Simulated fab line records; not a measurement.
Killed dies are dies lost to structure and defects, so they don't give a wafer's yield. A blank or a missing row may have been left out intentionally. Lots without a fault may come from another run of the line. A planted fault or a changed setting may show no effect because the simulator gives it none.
Comparing a struck lot with a sound one    flow rit_cmos    15 out of 202 route steps
Sound: these wafers, L553.4, L553.5, L553.6. The struck wafers were L558.2, L558.4, L558.6. The cause is named last.
For every step that has rows: the tool of each side, followed by ch and its chambers, followed by its first start. Under that, the readings that differ: sound wafers    struck wafers    difference of the means    sigmas: that difference in standard deviations of wafers without a fault.
alike: readings with means less than 2 such deviations apart, plus words and numbers identical on both sides. not compared: withheld readings, readings lacking a value on some wafer, bounds such as >300 that could conceal the same value, and numbers that have no deviation in the record and whose values overlap.
Wherever a step has rows on one side only, a row that says differs or no value, or a row with sigmas, the two part there. When numbers do not overlap yet have no deviation, they are printed without sigmas and do not part them. Lack of a reading on every wafer of one side parts them only where that side has two or more wafers.

first, 2 steps without rows for these wafers: RIT_NRETRO_PEB_04; RIT_NRETRO_DEVELOP_05 (develop time 68 s).
RIT_NRETRO_OVL_MEAS_06:
  sound on overlay-01, day 3 07:14; struck on overlay-02, day 4 09:14
  alike: NRETRO_OVL
then, 2 steps without rows for these wafers: RIT_NRETRO_HARDBAKE_07 (time 120 s); RIT_NRETRO_IMPLANT_08.
RIT_NRETRO_STRIP_09: strips in O2, time 180 s.
  sound on plasma_asher-03 ch 0,1, day 3 07:43; struck on plasma_asher-04 ch 0,1, day 4 09:40
  alike: drypump_motor_current_A
  not compared: rf_hours_counter_h
RIT_NRETRO_TW_MEAS_10:
  sound on film_metro-02, day 3 07:52; struck on film_metro-01, day 4 09:51
  alike: NRETRO_TW
then, 5 steps without rows for these wafers: RIT_PRETRO_HMDS_00 (prime time 60 s); RIT_PRETRO_COAT_01 (resist thk 1300 nm); RIT_PRETRO_SOFTBAKE_02 (time 60 s); RIT_PRETRO_EXPOSE_03 (exposes mask M5, target cd 43700 nm); RIT_PRETRO_PEB_04.
RIT_PRETRO_DEVELOP_05: develop time 68 s.
  sound on litho_track-01 ch 0, day 3 08:00; struck on litho_track-01 ch 0, day 4 10:00
reading               sound              struck             difference  sigmas
developer_temp_C (C)  22.96 23.00 23.03  25.60 25.41 25.35  +2.46       +25
RIT_PRETRO_OVL_MEAS_06:
  sound on overlay-02, day 3 08:47; struck on overlay-02, day 4 10:55
  alike: PRETRO_OVL
RIT_M1_PROBE_99:
  rows exist in the record for the sound wafers here (prober-01, day 4 12:14), none for the struck ones

== WHERE THEY PART ==
First at RIT_PRETRO_DEVELOP_05; last, within this record, at RIT_M1_PROBE_99.

WHY: what had been put in by the simulator
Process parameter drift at RIT_PRETRO_DEVELOP_05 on litho_track-01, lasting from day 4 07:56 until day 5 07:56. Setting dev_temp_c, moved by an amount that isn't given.
